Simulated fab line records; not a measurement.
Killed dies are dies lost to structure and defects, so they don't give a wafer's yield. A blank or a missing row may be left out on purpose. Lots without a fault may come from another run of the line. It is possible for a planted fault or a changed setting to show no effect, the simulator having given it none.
Which of the tools did it? || flow berkeley cmos170 || 7 lots with 21 wafers sampled at 3 steps, on a route of 331 steps

## WHAT THE GAUGES SHOWED, per wafer
UCB170_M3_CD_MEAS_90: target cd 700 nm.
{"lot": "L144", "measured": "day 9 18:50", "on": "cd sem-01", "cd nm (nm)": "709 707 707"}
{"lot": "L145", "measured": "day 10 02:53", "on": "cd sem-02", "cd nm (nm)": "710 709 706"}
{"lot": "L147", "measured": "day 10 04:59", "on": "cd sem-01", "cd nm (nm)": "701 705 705"}
{"lot": "L150", "measured": "day 10 12:47", "on": "cd sem-01", "cd nm (nm)": "700 702 694"}
{"lot": "L154", "measured": "day 11 14:29", "on": "cd sem-01", "cd nm (nm)": "705 705 697"}
{"lot": "L159", "measured": "day 12 22:19", "on": "cd sem-01", "cd nm (nm)": "707 703 705"}
{"lot": "L166", "measured": "day 14 11:22", "on": "cd sem-01", "cd nm (nm)": "703 699 702"}

## WHAT TOOL EACH LOT RAN ON (gives the tool, then ch and the chambers of the sampled wafers, and finally the start)
{"lot": "L144", "UCB170_M3_METAL_ETCH_18": "rie metal-02 ch 1, day 9 18:22", "UCB170_M3_STRIP_19": "plasma asher-01 ch 0,1, day 9 18:44"}
{"lot": "L145", "UCB170_M3_METAL_ETCH_18": "rie metal-02 ch 1, day 10 02:25", "UCB170_M3_STRIP_19": "plasma asher-01 ch 0,1, day 10 02:47"}
{"lot": "L147", "UCB170_M3_METAL_ETCH_18": "rie metal-03 ch 0,1, day 10 04:42", "UCB170_M3_STRIP_19": "plasma asher-02 ch 0,1, day 10 04:53"}
{"lot": "L150", "UCB170_M3_METAL_ETCH_18": "rie metal-04 ch 0,1, day 10 12:28", "UCB170_M3_STRIP_19": "plasma asher-03 ch 0,1, day 10 12:40"}
{"lot": "L154", "UCB170_M3_METAL_ETCH_18": "rie metal-02 ch 0,1, day 11 14:13", "UCB170_M3_STRIP_19": "plasma asher-03 ch 0,1, day 11 14:23"}
{"lot": "L159", "UCB170_M3_METAL_ETCH_18": "rie metal-02 ch 1, day 12 21:59", "UCB170_M3_STRIP_19": "plasma asher-01 ch 0,1, day 12 22:10"}
{"lot": "L166", "UCB170_M3_METAL_ETCH_18": "rie metal-03 ch 1, day 14 11:04", "UCB170_M3_STRIP_19": "plasma asher-01 ch 0, day 14 11:15"}
- UCB170_M3_METAL_ETCH_18: etches Al in Cl2/BCl3, stops on SiO2, target depth 1170 nm, time 200.2 s.
- UCB170_M3_STRIP_19: strips in O2.

## THE ANSWER, worked out from the rows above alone
Rule: the lots themselves supply what counts as usual. Put in order of their means at a reading, lots are off if they are a third of the lots or fewer, leave a main group of 4 or more, and stand apart from it by a gap of 3 or more times the standard deviation of the main group's means; of several such gaps the widest counts. A main group whose means are all the same, to the digits that the tables above print for the reading, isn't used. A lot without any number at a reading at which 4 lots or more have one is off too. Any other lot the step has rows for is counted as sound.
Across all readings shown, no lot is off: no conclusion can be drawn from this.

## WHAT THE SIMULATOR HAD PUT IN
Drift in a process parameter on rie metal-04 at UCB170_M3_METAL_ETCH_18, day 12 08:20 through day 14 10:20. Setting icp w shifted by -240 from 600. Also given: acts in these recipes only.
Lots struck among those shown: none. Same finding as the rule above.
